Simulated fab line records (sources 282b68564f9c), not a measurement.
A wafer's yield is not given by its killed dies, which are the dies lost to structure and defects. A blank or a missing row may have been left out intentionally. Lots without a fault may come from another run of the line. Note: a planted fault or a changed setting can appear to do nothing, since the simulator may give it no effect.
fab line records    flow rit-cmos
record: lots: 14  wafers: 42  last-day: 8
route steps=202 shown ACTIVE@1 FOX2@27 NWELL@29 PWELL@49 M1@202
lots that met no fault: taken from a fault-free run of the same line
start-h: start of the lot's first displayed wafer, in hours after the record's first day    wait-h: time in hours since the lot's previous step    " the same as in the row above    L1.1+2: a single row standing in for several wafers    - value missing, or start not given    * or withheld: withheld    < > ~ a bound
route shown NAME@n: a module of which the file shows steps, and the number in the route of the first    usual: the fault-free wafers' mean and standard deviation    same: alike in all rows    chamber/n: place in a boat    sites: each site's reading    _std_site: how widely they spread, as a standard deviation    _edge_site: outer sites' mean less inner sites'    radius-mm: how far each site lies from the wafer's centre    mask NAME#n: copy n    behind: the most recent tool/chamber to have shaped the wafer    hold: cause of the lot's hold/its duration in hours/its outcome    device: which transistor (n, p or np) failed to switch    end of line: tests run on the same wafers once the route is complete    for a step that has no rows: nothing shown but its recipe    killed: dies that structure and defects cost at the first sort, which is not the same as the wafer's yield    map: a wafer's dies, x killed, . not, _ none there
set.NAME: setting as actually run; set.NAME@STEP: the setting as run at that earlier step    model.NAME: the simulator's own value behind a step, which no gauge read
route steps across a sampled set of lots; one table per step, one row per wafer
== steps ==
step: RIT_ACTIVE_BOW_MEAS_00
recipe: mode: bow
usual: INCOMING_BOW: 0/6
lot.wafer  tool           chamber  start-h  wait-h  INCOMING_BOW[um]
L378.2     film-metro-03  -        10.02    -       3
L378.5     "              -        "        "       4
L378.6     "              -        "        "       10
L379.1     film-metro-02  -        15.00    -       -3
L379.3     "              -        "        "       -2
L379.4     "              -        "        "       3
L381.2     film-metro-01  -        25.02    -       -2
L381.5     "              -        "        "       -12
L381.6     "              -        "        "       -2
L382.3     film-metro-01  -        30.04    -       2
L382.4     "              -        "        "       1
L382.6     "              -        "        "       -2
L383.1     film-metro-01  -        35.00    -       6
L383.3     "              -        "        "       -4
L383.5     "              -        "        "       6
L384.3     film-metro-01  -        40.04    -       9
L384.4     "              -        "        "       -3
L384.6     "              -        "        "       -5
L385.1     film-metro-02  -        45.00    -       -3
L385.2     "              -        "        "       3
L385.3     "              -        "        "       5
L386.1     film-metro-03  -        50.00    -       0
L386.5     "              -        "        "       0
L386.6     "              -        "        "       6
L388.2     film-metro-03  -        60.02    -       2
L388.5     "              -        "        "       -4
L388.6     "              -        "        "       0
L390.3     film-metro-02  -        70.04    -       -4
L390.4     "              -        "        "       4
L390.5     "              -        "        "       3
L395.2     film-metro-03  -        95.02    -       -1
L395.3     "              -        "        "       -9
L395.6     "              -        "        "       -4
L399.4     film-metro-01  -        115.06   -       5
L399.5     "              -        "        "       3
L399.6     "              -        "        "       -1
L400.2     film-metro-02  -        120.02   -       -11
L400.3     "              -        "        "       -7
L400.5     "              -        "        "       -5
L401.2     film-metro-02  -        125.02   -       2
L401.3     "              -        "        "       13
L401.5     "              -        "        "       -3
step: RIT_ACTIVE_THK_MEAS_04
recipe: reads: Si3N4_of_ACTIVE_CVD_03
usual: ACTIVE_NITRIDE_THK: 150.2/1.2
lot.wafer  tool           chamber  start-h  wait-h  ACTIVE_NITRIDE_THK[nm]
L378.2     film-metro-03  -        15.04    0.0     149.0
L378.5     "              -        "        "       148.4
L378.6     "              -        "        "       148.8
L379.1     film-metro-02  -        21.00    0.0     147.3
L379.3     "              -        "        "       147.3
L379.4     "              -        "        "       147.6
L381.2     film-metro-01  -        28.54    0.0     149.4
L381.5     "              -        "        "       151.3
L381.6     "              -        "        "       149.9
L382.3     film-metro-03  -        35.67    0.0     152.1
L382.4     "              -        "        "       151.2
L382.6     "              -        "        "       152.1
L383.1     film-metro-02  -        39.52    0.0     151.5
L383.3     "              -        "        "       150.9
L383.5     "              -        "        "       151.7
L384.3     film-metro-02  -        45.24    0.0     150.9
L384.4     "              -        "        "       151.3
L384.6     "              -        "        "       150.9
L385.1     film-metro-01  -        49.74    0.0     149.5
L385.2     "              -        "        "       149.8
L385.3     "              -        "        "       151.6
L386.1     film-metro-03  -        55.21    0.0     149.8
L386.5     "              -        "        "       150.7
L386.6     "              -        "        "       150.0
L388.2     film-metro-02  -        67.43    0.0     149.3
L388.5     "              -        "        "       148.1
L388.6     "              -        "        "       149.3
L390.3     film-metro-02  -        73.55    0.0     150.8
L390.4     "              -        "        "       151.4
L390.5     "              -        "        "       151.8
L395.2     film-metro-02  -        103.02   0.0     150.9
L395.3     "              -        "        "       151.7
L395.6     "              -        "        "       149.9
L399.4     film-metro-02  -        124.10   0.0     149.8
L399.5     "              -        "        "       150.5
L399.6     "              -        "        "       149.2
L400.2     film-metro-03  -        129.08   0.0     150.7
L400.3     "              -        "        "       151.0
L400.5     "              -        "        "       149.4
L401.2     film-metro-01  -        136.58   0.0     150.4
L401.3     "              -        "        "       149.3
L401.5     "              -        "        "       149.9
step: RIT_FOX2_THK_MEAS_90
recipe: reads: SiO2_of_FOX2_OXIDATION_00
usual: FIELD_OXIDE_LEFT_1_THK: 326/6.2
lot.wafer  tool           chamber  start-h  wait-h  FIELD_OXIDE_LEFT_1_THK[nm]
L378.2     film-metro-04  -        22.33    0.0     326
L378.5     "              -        "        "       322
L378.6     "              -        "        "       325
L379.1     film-metro-04  -        29.24    0.0     329
L379.3     "              -        "        "       326
L379.4     "              -        "        "       325
L381.2     film-metro-01  -        36.74    0.0     329
L381.5     "              -        "        "       331
L381.6     "              -        "        "       333
L382.3     film-metro-03  -        45.10    0.0     325
L382.4     "              -        "        "       322
L382.6     "              -        "        "       335
L383.1     film-metro-04  -        47.46    0.0     328
L383.3     "              -        "        "       327
L383.5     "              -        "        "       328
L384.3     film-metro-03  -        50.92    0.0     327
L384.4     "              -        "        "       331
L384.6     "              -        "        "       337
L385.1     film-metro-04  -        64.04    0.0     324
L385.2     "              -        "        "       326
L385.3     "              -        "        "       324
L386.1     film-metro-01  -        67.49    0.0     327
L386.5     "              -        "        "       324
L386.6     "              -        "        "       326
L388.2     film-metro-04  -        75.15    0.0     339
L388.5     "              -        "        "       334
L388.6     "              -        "        "       348
L390.3     film-metro-03  -        81.74    0.0     324
L390.4     "              -        "        "       322
L390.5     "              -        "        "       321
L395.2     film-metro-04  -        112.17   0.0     324
L395.3     "              -        "        "       321
L395.6     "              -        "        "       327
L399.4     film-metro-03  -        133.33   0.0     331
L399.5     "              -        "        "       324
L399.6     "              -        "        "       323
L400.2     film-metro-01  -        139.67   0.0     319
L400.3     "              -        "        "       315
L400.5     "              -        "        "       318
L401.2     film-metro-04  -        149.23   0.0     321
L401.3     "              -        "        "       322
L401.5     "              -        "        "       322
step: RIT_NWELL_COAT_01
recipe: resist: NOVOLAK  spin-rpm: 1951  resist-thk-nm: 1300
usual: chill-plate-temp-C: 23.04/0.11
lot.wafer  tool            chamber  start-h  wait-h  chill-plate-temp-C
L378.2     litho-track-02  0        22.64    0.1     22.85
L378.5     "               0        "        "       22.98
L378.6     "               0        "        "       23.00
L379.1     litho-track-01  0        29.45    0.1     23.16
L379.3     "               0        "        "       23.18
L379.4     "               0        "        "       23.18
L381.2     litho-track-02  0        36.97    0.1     22.97
L381.5     "               0        "        "       23.09
L381.6     "               0        "        "       23.03
L382.3     litho-track-04  0        45.34    0.1     23.12
L382.4     "               0        "        "       23.25
L382.6     "               0        "        "       23.14
L383.1     litho-track-04  0        47.67    0.1     22.99
L383.3     "               0        "        "       23.13
L383.5     "               0        "        "       23.04
L384.3     litho-track-01  0        51.24    0.1     23.16
L384.4     "               0        "        "       23.17
L384.6     "               0        "        "       23.16
L385.1     litho-track-01  0        64.25    0.1     22.95
L385.2     "               0        "        "       23.20
L385.3     "               0        "        "       22.91
L386.1     litho-track-01  0        67.70    0.1     23.05
L386.5     "               0        "        "       23.07
L386.6     "               0        "        "       22.94
L388.2     litho-track-04  0        75.37    0.1     22.91
L388.5     "               0        "        "       22.97
L388.6     "               0        "        "       23.03
L390.3     litho-track-02  0        81.98    0.1     23.03
L390.4     "               0        "        "       23.17
L390.5     "               0        "        "       23.08
L395.2     litho-track-02  0        112.40   0.1     22.83
L395.3     "               0        "        "       22.88
L395.6     "               0        "        "       22.78
L399.4     litho-track-04  0        133.59   0.1     23.08
L399.5     "               0        "        "       23.03
L399.6     "               0        "        "       22.88
L400.2     litho-track-04  0        139.90   0.1     22.95
L400.3     "               0        "        "       23.19
L400.5     "               0        "        "       23.15
L401.2     litho-track-01  0        149.45   0.1     23.09
L401.3     "               0        "        "       23.11
L401.5     "               0        "        "       23.10
step: RIT_PWELL_TW_MEAS_10
usual: PWELL_TW: 961/8.3
lot.wafer  tool           chamber  start-h  wait-h  PWELL_TW
L378.2     film-metro-04  -        25.88    0.1     962
L378.5     "              -        "        "       964
L378.6     "              -        "        "       963
L379.1     film-metro-04  -        32.72    0.1     965
L379.3     "              -        "        "       962
L379.4     "              -        "        "       968
L381.2     film-metro-04  -        39.95    0.1     969
L381.5     "              -        "        "       965
L381.6     "              -        "        "       965
L382.3     film-metro-02  -        48.32    0.1     969
L382.4     "              -        "        "       964
L382.6     "              -        "        "       972
L383.1     film-metro-02  -        50.93    0.1     964
L383.3     "              -        "        "       968
L383.5     "              -        "        "       970
L384.3     film-metro-02  -        54.35    0.1     971
L384.4     "              -        "        "       967
L384.6     "              -        "        "       967
L385.1     film-metro-04  -        67.26    0.1     965
L385.2     "              -        "        "       964
L385.3     "              -        "        "       970
L386.1     film-metro-04  -        70.72    0.1     961
L386.5     "              -        "        "       968
L386.6     "              -        "        "       968
L388.2     film-metro-04  -        78.46    0.1     973
L388.5     "              -        "        "       971
L388.6     "              -        "        "       969
L390.3     film-metro-04  -        84.84    0.1     963
L390.4     "              -        "        "       975
L390.5     "              -        "        "       967
L395.2     film-metro-04  -        115.54   0.1     969
L395.3     "              -        "        "       971
L395.6     "              -        "        "       966
L399.4     film-metro-02  -        136.56   0.1     2033
L399.5     "              -        "        "       2027
L399.6     "              -        "        "       2040
L400.2     film-metro-01  -        142.82   0.1     2014
L400.3     "              -        "        "       2019
L400.5     "              -        "        "       2012
L401.2     film-metro-02  -        152.33   0.1     967
L401.3     "              -        "        "       953
L401.5     "              -        "        "       961
step: RIT_M1_PROBE_99
usual: killed-at-contacts: 0.0/0.16  killed-at-front-end: 7/3.1  killed-dies: 7/3.1  killed-open: 3.6/2.2  killed-short: 3.4/2.1
same: gross-dies: 264  killed_at_M0_to_M3: 0  killed_at_M4_up: 0  killed-at-back-side: 0  killed-at-other: 0
lot.wafer  tool       chamber  start-h  wait-h  killed-at-contacts  killed-at-front-end  killed-dies  killed-open  killed-short
L378.2     prober-01  -        63.90    0.1     0                   6                    6            2            3
L378.5     prober-01  -        64.05    0.2     0                   6                    6            2            4
L378.6     prober-01  -        64.10    0.2     0                   6                    6            2            4
L379.1     prober-01  -        74.05    0.1     0                   5                    5            2            3
L379.3     prober-01  -        74.15    0.2     0                   13                   13           3            10
L379.4     prober-01  -        74.20    0.2     0                   7                    7            4            3
L388.2     prober-01  -        118.28   0.1     0                   3                    3            1            2
L388.5     prober-01  -        118.43   0.2     0                   12                   12           7            5
L388.6     prober-01  -        118.48   0.2     0                   0                    0            0            0
L390.3     prober-01  -        127.72   0.2     0                   6                    6            3            3
L390.4     prober-01  -        127.77   0.2     0                   11                   11           5            5
L390.5     prober-01  -        127.82   0.2     0                   4                    4            0            4
L395.2     prober-02  -        162.29   0.1     0                   3                    3            0            3
L395.3     prober-02  -        162.34   0.2     0                   4                    4            3            1
L395.6     prober-02  -        162.49   0.2     0                   9                    9            3            6
killed by level:class
L378.2 FOX1:geometric-particle:short=2 GATE:geometric-particle:open=1 SPACER:geometric-particle:open=1 SPACER:geometric-particle:short=1 NRETRO:coat-microbubble-printed=1
L378.5 GATE:geometric-particle:short=2 REOX:geometric-particle:short=2 GATE:geometric-particle:open=1 REOX:geometric-particle:open=1
L378.6 REOX:geometric-particle:short=2 FOX1:geometric-particle:short=1 FOX1:geometric-particle:open=1 GATE:geometric-particle:short=1 GATE:geometric-particle:open=1
L379.1 FOX1:geometric-particle:short=1 FOX1:geometric-particle:open=1 GATE:geometric-particle:short=1 GATE:geometric-particle:open=1 REOX:geometric-particle:short=1
L379.3 GATE:geometric-particle:short=3 FOX2:geometric-particle:short=2 GATE:geometric-particle:open=2 REOX:geometric-particle:short=2 FOX1:geometric-particle:short=1 SPACER:geometric-particle:short=1 SILICIDE:geometric-particle:short=1 SILICIDE:geometric-particle:open=1
L379.4 REOX:geometric-particle:open=2 REOX:geometric-particle:short=2 ACTIVE:geometric-particle:open=1 GATE:geometric-particle:short=1 SPACER:geometric-particle:open=1
L388.2 FOX2:geometric-particle:short=1 GATE:geometric-particle:open=1 SPACER:geometric-particle:short=1
L388.5 GATE:geometric-particle:open=5 GATE:geometric-particle:short=4 FOX2:geometric-particle:short=1 REOX:geometric-particle:open=1 SPACER:geometric-particle:open=1
L390.3 FOX2:geometric-particle:open=2 REOX:geometric-particle:short=2 FOX1:geometric-particle:open=1 SPACER:geometric-particle:short=1
L390.4 GATE:geometric-particle:open=4 FOX1:geometric-particle:short=3 GATE:geometric-particle:short=2 ACTIVE:geometric-particle:open=1 NWELL:coat-microbubble-printed=1
L390.5 REOX:geometric-particle:short=2 FOX2:geometric-particle:short=1 GATE:geometric-particle:short=1
L395.2 SPACER:geometric-particle:short=3
L395.3 FOX1:geometric-particle:open=2 GATE:geometric-particle:short=1 SPACER:geometric-particle:open=1
L395.6 FOX1:geometric-particle:short=2 GATE:geometric-particle:short=2 FOX2:geometric-particle:short=1 GATE:geometric-particle:open=1 SPACER:geometric-particle:short=1 SPACER:geometric-particle:open=1 SILICIDE:geometric-particle:open=1
== key ==
first-sign: step: RIT_PWELL_TW_MEAS_10  reading: PWELL_TW  direction: up  sigmas: 99+  usual: 961  struck: 2024
effect none on later readings
met-at RIT_NWELL_COAT_01
struck-lots L399,L400
tester-left-out L399,L400
not-acting-at RIT_ACTIVE_BOW_MEAS_00,RIT_ACTIVE_THK_MEAS_04,RIT_FOX2_THK_MEAS_90
onset-between 75.37 133.59
fault: kind: process-parameter-drift  tool: litho-track-04  chamber: -  onset-h: 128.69  steps: RIT_NWELL_COAT_01  channel: resist-thk-nm  offset: -1040  shape: step  end-h: 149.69  acts-in: these-recipes-only  stated: 1300
tester-left-out: of these lots the tester's yield and bins aren't shown, on N5 and GAA mostly nor the transistor test; their killed dies are dies lost to structure and defects alone, not to doping, threshold or leakage, so they don't give the yield
